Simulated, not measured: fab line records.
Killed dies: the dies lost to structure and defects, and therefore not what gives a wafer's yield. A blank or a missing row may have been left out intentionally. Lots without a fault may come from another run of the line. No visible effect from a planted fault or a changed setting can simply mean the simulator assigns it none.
Code-filled problem report in 8D (eight disciplines) form -- flow berkeley_cmos170 -- the parts of the form that need people (team, actions taken, sign-off) are left out

## 1. THE ISSUE
Across 9 wafers from 3 lots, CONTACT_OVL at UCB170_CONTACT_OVL_MEAS_16 averages 262 nm, while fault-free wafers read -1 nm with a standard deviation of 6.3. Measured from the usual mean, that is +42 standard deviations.
First observed at day 10 08:15: wafer L229.1, on overlay-02. At this step, 45 wafers from 15 lots have a number in the record. The rule behind "out" and "out of limits": a value lying over 4 standard deviations away from the usual mean. Any other wafer with a number is counted as sound.

## 2. WHAT IT IS AND WHAT IT IS NOT
question,is,is not
which readings at this step,CONTACT_OVL,-
which lots,"L229, L235, L238","L217, L218, L221, L222, L223, L224, L225, L226, L227, L228, L233, L236"
which wafers of those lots,all that have a number,-
read on which gauges,"overlay-01, overlay-02",-
when,from day 10 08:15,"up to then (30 sound wafers); but 6 sound wafers of L233, L236 came after"

## 3. WHAT RULES OUT EACH SUSPECT
Counting: a tool at a process step up to the reading stays a suspect if it ran every lot that is out and no sound lot after the first of them.
- the gauge at UCB170_CONTACT_OVL_MEAS_16 is ruled out. The wafers that are out were read on 2 gauges (overlay-01, overlay-02).
- krf_scanner-01 at UCB170_CONTACT_EXPOSE_12 (exposes mask CONT, target cd 700 nm): kept. It ran every lot that is out, first L229 (day 10 07:44), and no sound lot after that; its last sound lot up to then is L227 (day 9 05:05).
Left after counting: krf_scanner-01 at UCB170_CONTACT_EXPOSE_12.

## 4. THE CAUSE (what the simulator had put in)
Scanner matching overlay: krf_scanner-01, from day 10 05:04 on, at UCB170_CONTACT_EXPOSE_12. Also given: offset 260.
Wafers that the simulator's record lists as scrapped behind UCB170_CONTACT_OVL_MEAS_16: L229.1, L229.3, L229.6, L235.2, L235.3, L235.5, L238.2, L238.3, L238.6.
Counting left only this tool.

## 5. THE EFFECT CHAIN, in route order
Each row: a reading where the mean over the struck wafers with a number is more than 3 standard deviations away from the usual. Readings are gone through only where the record gives a usual standard deviation; hours: the median, over the lots, of the time from a lot's start at the first step in this table giving one to that lot's start at this step; sigmas: the change measured in usual standard deviations.
hours,step,reading,usual,on struck wafers,change,sigmas
0,UCB170_CONTACT_OVL_MEAS_16,CONTACT_OVL,-1 nm,262,+263,+42

## 6. HOW IT WOULD HAVE BEEN CAUGHT EARLIER
In this record the first reading out of limits at a measuring or inspecting step was taken at day 10 08:15, 3 hours after the fault began at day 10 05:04.
Among the 3 lots that are out, L235, L238 began UCB170_CONTACT_EXPOSE_12 on krf_scanner-01 after day 10 08:15. A hold on the tool at that time would have spared those 2.
